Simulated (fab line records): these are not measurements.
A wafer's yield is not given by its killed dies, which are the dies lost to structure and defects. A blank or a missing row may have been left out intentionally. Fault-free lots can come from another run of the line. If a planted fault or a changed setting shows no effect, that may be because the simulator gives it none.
Comparing a struck lot with a sound one + flow rit_cmos + 44 out of 202 route steps
Sound: these wafers, L294.1, L294.4, L294.5. Wafers L303.2, L303.3, L303.4 were the ones struck. The cause is given at the end.
Per side, at each step with rows, come the tool, then ch with its chambers, and then its first start. Under that, the readings that differ: sound wafers + struck wafers + difference of the means + sigmas: that difference in standard deviations of wafers without a fault.
alike: same words and numbers on both sides, and readings whose means sit less than 2 such deviations apart. not compared: any withheld reading, any reading some wafer has no value for, any bound like >300 that may hide the same value, and any number with overlapping values for which the record gives no deviation.
Wherever a step has rows on one side only, a row that says differs or no value, or a row with sigmas, the two part there. When numbers do not overlap yet have no deviation, they are printed without sigmas and do not part them. A reading that every wafer of one side lacks parts them only if that side has two wafers or more.

first, 1 step without rows for these wafers: RIT_PRETRO_IMPLANT_08.
RIT_PRETRO_STRIP_09: strips in O2, time 180 s.
  sound on plasma_asher-02 ch 0,1, day 3 14:26; struck on plasma_asher-02 ch 0,1, day 5 08:53
  alike: drypump_motor_current_A
  not compared: rf_hours_counter_h
RIT_PRETRO_TW_MEAS_10:
  struck on film_metro-03, day 5 09:08; sound on film_metro-03, day 3 14:37
  alike: PRETRO_TW
then, 5 steps without rows for these wafers: RIT_GATE_WET_ETCH_00 (etches SiO2 in BOE, target depth 56 nm, time 60 s); RIT_GATE_CLEAN_01 (cleans in SC1, time 600 s); RIT_GATE_CLEAN_02 (cleans in dHF, time 30 s); RIT_GATE_CLEAN_03 (cleans in SC2, time 600 s); RIT_GATE_CLEAN_04 (cleans in dHF, time 60 s).
RIT_FOX2_THK_MEAS_91:
  struck on film_metro-01, day 5 09:37; sound on film_metro-03, day 3 15:07
  alike: FIELD_OXIDE_LEFT_2_THK
then, 2 steps without rows for these wafers: RIT_GATE_OXIDATION_05 (target thk 3 nm, ox time 270 s); RIT_GATE_ANNEAL_06 (time 600 s).
RIT_GATE_THK_MEAS_07:
  struck on film_metro-01, day 5 13:16; sound on film_metro-04, day 3 21:28
  alike: GATE_OXIDE_THK
RIT_GATE_CVD_08: deposits poly-Si from SiH4, target thk 250 nm, time 2220 s.
  sound on lpcvd-02 ch 0, day 3 21:31; struck on lpcvd-02 ch 1, day 5 13:19
| reading                                  | sound             | struck          | difference | sigmas |
|------------------------------------------|-------------------|-----------------|------------|--------|
| model.poly-Si_of_GATE_CVD_08.thk_nm (nm) | 249.2 247.8 248.2 | 177.5 181.4 182 | -68.1      |        |
  alike: sih4_flow_sccm
RIT_GATE_THK_MEAS_09:
  struck on film_metro-01, day 5 15:10; sound on film_metro-03, day 3 23:08
| reading            | sound             | struck            | difference | sigmas |
|--------------------|-------------------|-------------------|------------|--------|
| GATE_POLY_THK (nm) | 249.2 247.7 248.3 | 177.4 181.4 181.9 | -68.2      | -30    |
  not compared: hold
then, 5 steps without rows for these wafers: RIT_GATE_COAT_11 (resist thk 833.8 nm); RIT_GATE_SOFTBAKE_12 (time 60 s); RIT_GATE_EXPOSE_13 (exposes mask M6, target cd 150 nm); RIT_GATE_PEB_14; RIT_GATE_DEVELOP_15 (develop time 50 s).
RIT_GATE_CD_MEAS_16: the cd target is 150 nm.
  struck on cd_sem-01, day 5 20:10; sound on cd_sem-01, day 4 00:28
  alike: cd_nm
RIT_GATE_OVL_MEAS_17:
  struck on overlay-02, day 5 20:16; sound on overlay-02, day 4 00:35
  alike: GATE_OVL
then, 1 step without rows for these wafers: RIT_GATE_HARDBAKE_18 (time 60 s).
RIT_GATE_ETCH_19: etches poly-Si in SF6/CHF3/O2, stops on SiO2, time 165 s, target depth 312.5 nm.
  sound on rie_si-01 ch 0,1,3, day 4 00:46; struck on rie_si-01 ch 0,1,2, day 5 20:27
| reading                          | sound             | struck            | difference | sigmas |
|----------------------------------|-------------------|-------------------|------------|--------|
| oes_product_au (a.u.)            | 0.825 0.850 0.844 | 0.683 0.663 0.684 | -0.163     | -15    |
| model.GATE.feature_depth_nm (nm) | 249.2 247.8 248.2 | 177.5 181.4 182   | -68.1      |        |
| model.etch.depth_nm (nm)         | 249.2 247.8 248.2 | 177.5 181.4 182   | -68.1      |        |
  alike: CHF3_flow_sccm, drypump_motor_current_A, throttle_valve_pct
  not compared: rf_hours_counter_h
RIT_GATE_STRIP_20: strips in O2, time 180 s.
  sound on plasma_asher-03 ch 0,1, day 4 00:53; struck on plasma_asher-02 ch 0,1, day 5 20:34
  alike: drypump_motor_current_A
  not compared: rf_hours_counter_h
RIT_GATE_CD_MEAS_90: the cd target is 150 nm.
  struck on cd_sem-01, day 5 20:45; sound on cd_sem-01, day 4 01:04
  alike: cd_nm
then, 3 steps without rows for these wafers: RIT_REOX_CLEAN_00 (cleans in SC1, time 600 s); RIT_REOX_CLEAN_01 (cleans in dHF, time 30 s); RIT_REOX_CLEAN_02 (cleans in SC2, time 600 s).
RIT_REOX_OXIDATION_03: target thk 25.2 nm, ox time 5580 s.
  sound on furnace-03 ch 0, day 4 02:05; struck on furnace-03 ch 0, day 5 21:41
  alike: tube_center_temp_C_max
  not compared: model.SiO2_of_REOX_OXIDATION_03.thk_nm
RIT_REOX_THK_MEAS_04:
  struck on film_metro-01, day 6 00:17; sound on film_metro-04, day 4 04:38
  alike: REOX_OXIDE_THK
then, 6 steps without rows for these wafers: RIT_NLDD_HMDS_00 (prime time 60 s); RIT_NLDD_COAT_01 (resist thk 1000 nm); RIT_NLDD_SOFTBAKE_02 (time 60 s); RIT_NLDD_EXPOSE_03 (exposes mask M7, target cd 40700 nm); RIT_NLDD_PEB_04; RIT_NLDD_DEVELOP_05 (develop time 50 s).
RIT_NLDD_OVL_MEAS_06:
  struck on overlay-01, day 6 01:59; sound on overlay-01, day 4 05:56
  alike: NLDD_OVL
then, 2 steps without rows for these wafers: RIT_NLDD_HARDBAKE_07 (time 60 s); RIT_NLDD_IMPLANT_08.
RIT_NLDD_STRIP_09: strips in O2, time 180 s.
  sound on plasma_asher-03 ch 0,1, day 4 06:23; struck on plasma_asher-01 ch 0,1, day 6 02:25
  alike: drypump_motor_current_A
  not compared: rf_hours_counter_h
RIT_NLDD_TW_MEAS_10:
  struck on film_metro-03, day 6 02:37; sound on film_metro-02, day 4 06:33
  alike: NLDD_TW
RIT_SPACER_CLEAN_00: cleans in SC1, time 600 s.
  sound on wet_bench-02 ch 0, day 4 08:20; struck on wet_bench-02 ch 2, day 6 04:26
  not compared: model.SiO2_of_REOX_OXIDATION_03.thk_nm
RIT_SDANNEAL_CLEAN_02: cleans in SC2, time 600 s.
  sound on wet_bench-04 ch 0, day 4 14:04; struck on wet_bench-01 ch 0, day 6 11:45
| reading                                  | sound             | struck            | difference | sigmas |
|------------------------------------------|-------------------|-------------------|------------|--------|
| model.poly-Si_of_GATE_CVD_08.thk_nm (nm) | 160.3 159.9 160.2 | 90.59 95.02 96.66 | -66.04     |        |
RIT_M1_PROBE_99:
  the record has rows for the struck wafers here (prober-02, day 7 14:47) and none for the sound ones

WHERE THEY PART
First at RIT_GATE_THK_MEAS_09; last, within this record, at RIT_M1_PROBE_99.

WHY: what had been put in by the simulator
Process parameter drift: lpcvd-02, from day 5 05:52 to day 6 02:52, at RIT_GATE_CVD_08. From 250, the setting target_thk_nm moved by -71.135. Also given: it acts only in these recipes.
